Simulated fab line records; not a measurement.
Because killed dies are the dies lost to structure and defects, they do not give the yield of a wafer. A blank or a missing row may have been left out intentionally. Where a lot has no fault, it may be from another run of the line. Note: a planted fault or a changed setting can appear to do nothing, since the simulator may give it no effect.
Split-lot study	flow ritCmos	on a route of 202 steps: 5 lots, 23 wafers read

ABOUT THE SPLIT
At RIT_SILICIDE_SPUTTER_01 (material Ti, target thk 30 nm, time 240 s), the setting powerW was moved away from the recipe's 350 W on 8 of the 23 wafers read, by -10.9% to +5.0%. All remaining wafers had this setting at the recipe value.

BETWEEN THE SPLIT AND THE READING: the file shows 1 step in between
- RIT_SILICIDE_RS_MEAS_02: measures by four-point-probe

THE READING
SILICIDE_TI_THK, in nm, at RIT_SILICIDE_THK_MEAS_03 (measures by xrf). Typical for fault-free wafers on this fab line: 30.4 nm, with standard deviation 0.36 nm.

wafer	tool, chamber at the split	powerW as run, W	against the recipe	SILICIDE_TI_THK, nm	against lot-mates on the recipe
L079.1	pvdSputter-02, -	350	recipe	30.5	-
L079.3	pvdSputter-02, -	350	recipe	30.7	-
L079.4	pvdSputter-02, -	350	recipe	30.3	-
L079.5	pvdSputter-02, -	350	recipe	30.3	-
L079.6	pvdSputter-02, -	350	recipe	30.3	-
L080.1	pvdSputter-03, -	311.8	-10.9%	27.2	-2.9
L080.2	pvdSputter-03, -	350	recipe	30.0	-
L080.3	pvdSputter-03, -	311.8	-10.9%	26.8	-3.3
L080.4	pvdSputter-03, -	350	recipe	30.2	-
L080.5	pvdSputter-03, -	311.8	-10.9%	26.8	-3.3
L081.1	pvdSputter-02, -	367.4	+5.0%	31.5	+1.4
L081.2	pvdSputter-02, -	367.4	+5.0%	31.2	+1.1
L081.3	pvdSputter-02, -	350	recipe	30.2	-
L081.4	pvdSputter-02, -	350	recipe	29.9	-
L081.5	pvdSputter-02, -	350	recipe	30.2	-
L084.1	pvdSputter-03, -	350	recipe	31.3	-
L084.4	pvdSputter-03, -	350	recipe	30.9	-
L084.6	pvdSputter-03, -	350	recipe	31.2	-
L085.2	pvdSputter-02, -	350	recipe	30.3	-
L085.3	pvdSputter-02, -	320.6	-8.4%	28.1	-2.4
L085.4	pvdSputter-02, -	320.6	-8.4%	27.9	-2.6
L085.5	pvdSputter-02, -	350	recipe	30.6	-
L085.6	pvdSputter-02, -	320.6	-8.4%	27.7	-2.8

FIT RESULTS
A straight line over all 23 wafers: SILICIDE_TI_THK changes by +0.298 nm for each +1% of powerW; r = +0.97; the points scatter about the line by 0.4 nm.
The same after taking each lot's own level away (the mean of its wafers on the recipe; 23 wafers): +0.289 nm for each +1%; r = +0.99; scatter 0.18 nm.
Per that fit: largest powerW move, reading shift of 3.2 nm.
The span of the lots' own levels, 30.10 to 31.13 nm, comes to 2.9 times the standard deviation stated above.
The two slopes agree, so the slope changes little with the lot-to-lot level.
Check: with one of the wafers moved furthest among these (-10.9%) left out of the fit, the line predicts -3.26 nm for it against its lot-mates. It came out at -2.9 nm against them.

OTHER SPLITS ON THESE WAFERS
Note: prior to the reading, these wafers also went through further splits. Each is held against what the fit with the lots' levels taken away leaves over:
other split on the same wafers	wafers away from the commonest value	r with SILICIDE_TI_THK (lot level and that fit taken away)
RIT_NRETRO_COAT_01 resistThkNm	12	+0.18
RIT_PRETRO_HARDBAKE_07 tempC	7	+0.21
RIT_GATE_CVD_08 tempC	15	-0.08
RIT_GATE_SOFTBAKE_12 tempC	9	-0.12
RIT_NLDD_COAT_01 resistThkNm	11	+0.04
RIT_NLDD_IMPLANT_08 energyKev	9	+0.12
RIT_PLDD_SOFTBAKE_02 tempC	7	+0.13
RIT_PSD_IMPLANT_08 doseCm2	8	+0.01

THE WHOLE CHAIN: every reading that the file lists as answering this split, in the file's order
step	what it does	reading	change (the file's fit)	r (the file's)
RIT_SILICIDE_SPUTTER_01	material Ti, target thk 30 nm, time 240 s	Ti_of_SILICIDE_SPUTTER_01.thkNm (the simulator's own value, which no gauge read)	+0.292 nm for each +1% of the setting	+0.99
RIT_SILICIDE_RS_MEAS_02	measures by four-point-probe	SILICIDE_TI_RS	-0.649 for each +1% of the setting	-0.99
RIT_SILICIDE_THK_MEAS_03	measures by xrf	SILICIDE_TI_THK	+0.294 for each +1% of the setting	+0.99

THE FILE'S OWN FIT
SILICIDE_TI_THK changes by +0.294 nm for each +1% of powerW, r = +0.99.
